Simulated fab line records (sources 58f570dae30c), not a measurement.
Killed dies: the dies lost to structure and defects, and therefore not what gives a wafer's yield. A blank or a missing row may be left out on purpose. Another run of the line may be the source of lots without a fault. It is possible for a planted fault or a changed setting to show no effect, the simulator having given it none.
What tool caused it?    flow berkeley_cmos170    42 wafers from 14 lots sampled at 2 of the route's 331 steps

== WHAT THE GAUGES READ, wafer by wafer ==
UCB170_PVT_OVL_MEAS_06.
lot   measured      on          PVT_OVL (nm)
L554  day 6 13:24   overlay-02  7 1 4
L555  day 6 23:07   overlay-02  -1 -4 -5
L557  day 6 23:16   overlay-02  2 2 -3
L558  day 7 09:11   overlay-02  -2 -3 -8
L560  day 8 04:49   overlay-01  -4 2 -8
L562  day 8 05:04   overlay-02  11 2 10
L559  day 8 05:11   overlay-02  -4 2 -5
L561  day 8 05:29   overlay-01  8 6 0
L563  day 8 21:26   overlay-02  -2 1 -2
L566  day 9 13:35   overlay-01  8 14 7
L568  day 9 22:46   overlay-01  2 8 1
L569  day 10 15:47  overlay-01  479 481 484
L572  day 11 00:10  overlay-01  0 -2 1
L570  day 11 00:27  overlay-01  481 482 473

== WHAT TOOL EACH LOT RAN ON (gives the tool, then ch and the chambers of the sampled wafers, and finally the start) ==
lot   UCB170_PVT_EXPOSE_03
L554  krf_scanner-02 ch 0, day 6 12:50
L555  krf_scanner-02 ch 0, day 6 22:25
L557  krf_scanner-02 ch 0, day 6 22:41
L558  krf_scanner-01 ch 0, day 7 08:49
L560  krf_scanner-01 ch 0, day 8 04:19
L562  krf_scanner-02 ch 0, day 8 04:32
L559  krf_scanner-01 ch 0, day 8 04:48
L561  krf_scanner-02 ch 0, day 8 05:05
L563  krf_scanner-02 ch 0, day 8 21:03
L566  krf_scanner-02 ch 0, day 9 13:13
L568  krf_scanner-02 ch 0, day 9 22:05
L569  krf_scanner-02 ch 0, day 10 15:26
L572  krf_scanner-01 ch 0, day 10 23:48
L570  krf_scanner-02 ch 0, day 11 00:02
- UCB170_PVT_EXPOSE_03: exposes mask NWELL, target cd 3000 nm.

== WHAT THE TOOLS THEMSELVES READ (means of the sampled wafers that have a number; where no wafer has one, the mark that the record gives instead) ==
The record holds no such reading with a usual standard deviation.

== THE ANSWER, worked out from the rows above alone ==
Rule: the lots themselves supply what counts as usual. The widest of any qualifying gaps counts: lots, ordered by their means at a reading, are off when they make up no more than a third of the lots, leave a main group of 4 or more, and stand apart from it by 3 or more times the standard deviation of that group's means. Not used: any main group whose means are identical at the precision the tables above print for the reading. Also off: a lot with no number at a reading for which 4 or more lots have one. The other lots that the step has rows for count as sound. Order of review: gauges by route order, followed by the tools' own readings, for which a lot's mean as printed above is used. At the first step where some lot is off, the reading lying furthest off is the one used; lots without a number count as furthest.
Off: L569, L570, at UCB170_PVT_OVL_MEAS_06 (PVT_OVL). Main group: mean 1 nm, sd 4.4.
If a tool, at a process step before that reading, ran all the lots that are off and no sound lot after the first of them, it fits. Gauges at UCB170_PVT_OVL_MEAS_06: tried the same way as those tools. One fits: UCB170_PVT_EXPOSE_03 on krf_scanner-02. A fault onset in the window from L568 (day 9 22:05, its last sound lot) to L569 (day 10 15:26, its first lot off) fits.

== WHAT THE SIMULATOR HAD PUT IN ==
Scanner matching overlay: krf_scanner-02, from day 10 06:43 on, at UCB170_PVT_EXPOSE_03. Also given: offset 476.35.
Struck lots among those shown: L569, L570. The rule above reached the same finding.
